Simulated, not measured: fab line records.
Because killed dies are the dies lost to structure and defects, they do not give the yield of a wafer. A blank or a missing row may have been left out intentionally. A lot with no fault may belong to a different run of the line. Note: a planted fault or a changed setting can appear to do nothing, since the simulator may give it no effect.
Split-lot experiment + flow rit_cmos + 5 lots, 23 wafers read, on a route of 202 steps

ABOUT THE SPLIT
At RIT_NRETRO_SOFTBAKE_02 (time 60 s), the setting temp_c was moved away from the recipe's 90 C on 6 of the 23 wafers read, by -2.5% to -1.6%. This setting was run at the recipe's value on the other wafers.

FROM THE SPLIT TO THE READING: what the file shows between them, 2 steps
- RIT_NRETRO_EXPOSE_03: exposes mask M4, target cd 43900 nm
- RIT_NRETRO_PEB_04

THE READING
NOVOLAK_of_NRETRO_COAT_01.thk_nm (the simulator's own value, which no gauge read), in nm, at RIT_NRETRO_DEVELOP_05 (develop time 68 s). The file gives no usual value for it. Average 1304 nm, standard deviation 4.8 nm, over the 17 wafers here run with the recipe.

| wafer  | tool, chamber at the split | temp_c as run, C | against the recipe | NOVOLAK_of_NRETRO_COAT_01.thk_nm, nm | against lot-mates on the recipe |
|--------|----------------------------|------------------|--------------------|--------------------------------------|---------------------------------|
| L074.1 | litho_track-02, 0          | 90               | recipe             | 1302                                 | -                               |
| L074.2 | litho_track-02, 0          | 90               | recipe             | 1304                                 | -                               |
| L074.3 | litho_track-02, 0          | 90               | recipe             | 1305                                 | -                               |
| L074.5 | litho_track-02, 0          | 90               | recipe             | 1308                                 | -                               |
| L074.6 | litho_track-02, 0          | 90               | recipe             | 1301                                 | -                               |
| L079.1 | litho_track-04, 0          | 90               | recipe             | 1300                                 | -                               |
| L079.2 | litho_track-04, 0          | 88.55            | -1.6%              | 1307                                 | +8                              |
| L079.3 | litho_track-04, 0          | 88.55            | -1.6%              | 1307                                 | +8                              |
| L079.5 | litho_track-04, 0          | 88.55            | -1.6%              | 1307                                 | +8                              |
| L079.6 | litho_track-04, 0          | 90               | recipe             | 1299                                 | -                               |
| L080.1 | litho_track-02, 0          | 90               | recipe             | 1315                                 | -                               |
| L080.2 | litho_track-02, 0          | 90               | recipe             | 1309                                 | -                               |
| L080.3 | litho_track-02, 0          | 90               | recipe             | 1309                                 | -                               |
| L080.4 | litho_track-02, 0          | 90               | recipe             | 1309                                 | -                               |
| L080.5 | litho_track-02, 0          | 90               | recipe             | 1310                                 | -                               |
| L084.1 | litho_track-04, 0          | 90               | recipe             | 1297                                 | -                               |
| L084.2 | litho_track-04, 0          | 90               | recipe             | 1298                                 | -                               |
| L084.3 | litho_track-04, 0          | 90               | recipe             | 1301                                 | -                               |
| L085.1 | litho_track-03, 0          | 90               | recipe             | 1304                                 | -                               |
| L085.2 | litho_track-03, 0          | 87.73            | -2.5%              | 1315                                 | +10                             |
| L085.5 | litho_track-03, 0          | 87.73            | -2.5%              | 1315                                 | +10                             |
| L085.4 | litho_track-03, 0          | 87.73            | -2.5%              | 1316                                 | +12                             |
| L085.6 | litho_track-03, 0          | 90               | recipe             | 1305                                 | -                               |

THE FIT
A straight line over all 23 wafers: NOVOLAK_of_NRETRO_COAT_01.thk_nm changes by -3.6 nm for each +1% of temp_c; r = -0.61; the points scatter about the line by 4.6 nm.
The same after taking each lot's own level away (the mean of its wafers on the recipe; 23 wafers): -4.39 nm for each +1%; r = -0.92; scatter 1.8 nm.
The reading moves by 11 nm for the largest change in temp_c, on that fit.
Across the lots, their own levels run from 1298.7 to 1310.4 nm, a range of 2.4 times the standard deviation given above.
So the lot-to-lot level blurs the effect unless lot-mates are compared.
Check: for one of the wafers moved furthest among these (-2.5%), held out of the fit, the line's prediction against its lot-mates is +11.3 nm. It came out at +10.5 nm against them.

OTHER SPLITS ON THESE WAFERS
Other splits were also applied to these wafers ahead of the reading. Each is held against what the fit with the lots' levels taken away leaves over:
| other split on the same wafers      | wafers away from the commonest value | r with NOVOLAK_of_NRETRO_COAT_01.thk_nm (lot level and that fit taken away) |
|-------------------------------------|--------------------------------------|-----------------------------------------------------------------------------|
| RIT_ACTIVE_CVD_03 sih2cl2_flow_sccm | 18                                   | +0.01                                                                       |
| RIT_ACTIVE_EXPOSE_08 dose_mj        | 8                                    | -0.17                                                                       |
| RIT_NWELL_COAT_01 spin_rpm          | 7                                    | +0.03                                                                       |
| RIT_PWELL_COAT_01 spin_rpm          | 8                                    | +0.35                                                                       |
| RIT_PWELL_IMPLANT_08 energy_kev     | 5                                    | +0.25                                                                       |

THE FILE'S OWN FIT
NOVOLAK_of_NRETRO_COAT_01.thk_nm changes by -4.26 nm for each +1% of temp_c, r = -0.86.
